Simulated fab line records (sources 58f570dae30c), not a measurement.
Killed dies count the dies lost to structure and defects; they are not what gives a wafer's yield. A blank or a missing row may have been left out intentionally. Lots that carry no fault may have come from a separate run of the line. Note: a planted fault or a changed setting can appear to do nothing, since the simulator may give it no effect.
One fault seen from 2 desks | flow berkeleyCmos170 | each desk has only its own numbers; what lay behind them comes last

## AT THE METROLOGY DESK
Lot by lot, what the gauges showed, no matter which tool ran the lot: averages of those sampled wafers that carry a number. A lot is out of limits, marked OUT, if its mean lies more than 4 standard deviations from the usual mean; the brackets give that distance.
Columns: A = PSD_RS at UCB170_SDANNEAL_RS_MEAS_02, usual 75.53 ohm/sq; B = NSD_RS at UCB170_SDANNEAL_RS_MEAS_03, usual 37.28 ohm/sq; C = PLDD_RS at UCB170_SDANNEAL_RS_MEAS_04, usual 1031.4 ohm/sq; D = NLDD_RS at UCB170_SDANNEAL_RS_MEAS_05, usual 616.5 ohm/sq; E = SILICIDE_TI_RS at UCB170_SILICIDE_RS_MEAS_02, usual 25.9 ohm/sq; F = SILICIDE_TI_THK at UCB170_SILICIDE_THK_MEAS_03, usual 30.3 nm
lot  | first seen here | A     | B     | C      | D     | E    | F
L971 | day 8 08:00     | 75.41 | 37.22 | 1030.5 | 617.3 | 26.5 | 30.0
L972 | day 8 08:00     | 75.33 | 37.24 | 1030.8 | 617.2 | 25.8 | 30.4
L977 | day 9 05:20     | 75.41 | 37.24 | 1031.2 | 616.6 | 25.4 | 30.6
L974 | day 9 05:41     | 75.52 | 37.35 | 1032.3 | 617.8 | 26.1 | 30.0
L979 | day 9 17:16     | 75.35 | 37.17 | 1029.6 | 615.5 | 26.0 | 30.1
L986 | day 10 19:55    | 75.30 | 37.39 | 1031.9 | 616.7 | 26.2 | 30.0
Result from this desk: across the 6 lots, nothing is out of limits.

## FOR THE TOOL OWNER'S DESK: rtpAnneal-02
Per lot that ran on this tool, the mean of the sampled wafers carrying a number, from the tool's own readings at UCB170_SILICIDE_RTA_04 (time 15 s). A lot is out of limits, marked OUT, if its mean lies more than 4 standard deviations from the usual mean; the brackets give that distance.
Columns: A = lampPowerPct at UCB170_SILICIDE_RTA_04, usual 9.6 %; B = wafer_temp_C_max at UCB170_SILICIDE_RTA_04, usual 652.8
lot  | first seen here | A   | B
L971 | day 8 08:45     | 9.3 | 653.5
L977 | day 9 06:05     | 9.1 | 649.4
L979 | day 9 18:00     | 9.1 | 649.1 (-4.4) OUT
This desk's verdict: out of limits on L979, starting with L979 at day 9 18:00 (wafer_temp_C_max at UCB170_SILICIDE_RTA_04). L971, L977: within limits.

## ALL TOGETHER
The tool owner's desk could have raised an alarm at day 9 18:00, on L979.
The metrology desk saw nothing out of limits.
The metrology desk has L979 on record, within its limits.
Every lot named ran UCB170_SILICIDE_RTA_04 on rtpAnneal-02.

## WHAT THE SIMULATOR PUT IN
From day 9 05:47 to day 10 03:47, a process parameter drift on rtpAnneal-02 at UCB170_SILICIDE_RTA_04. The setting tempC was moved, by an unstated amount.
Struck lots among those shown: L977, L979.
Delay in hours, fault start to first out-of-limits reading, by desk: the tool owner's desk at 12.
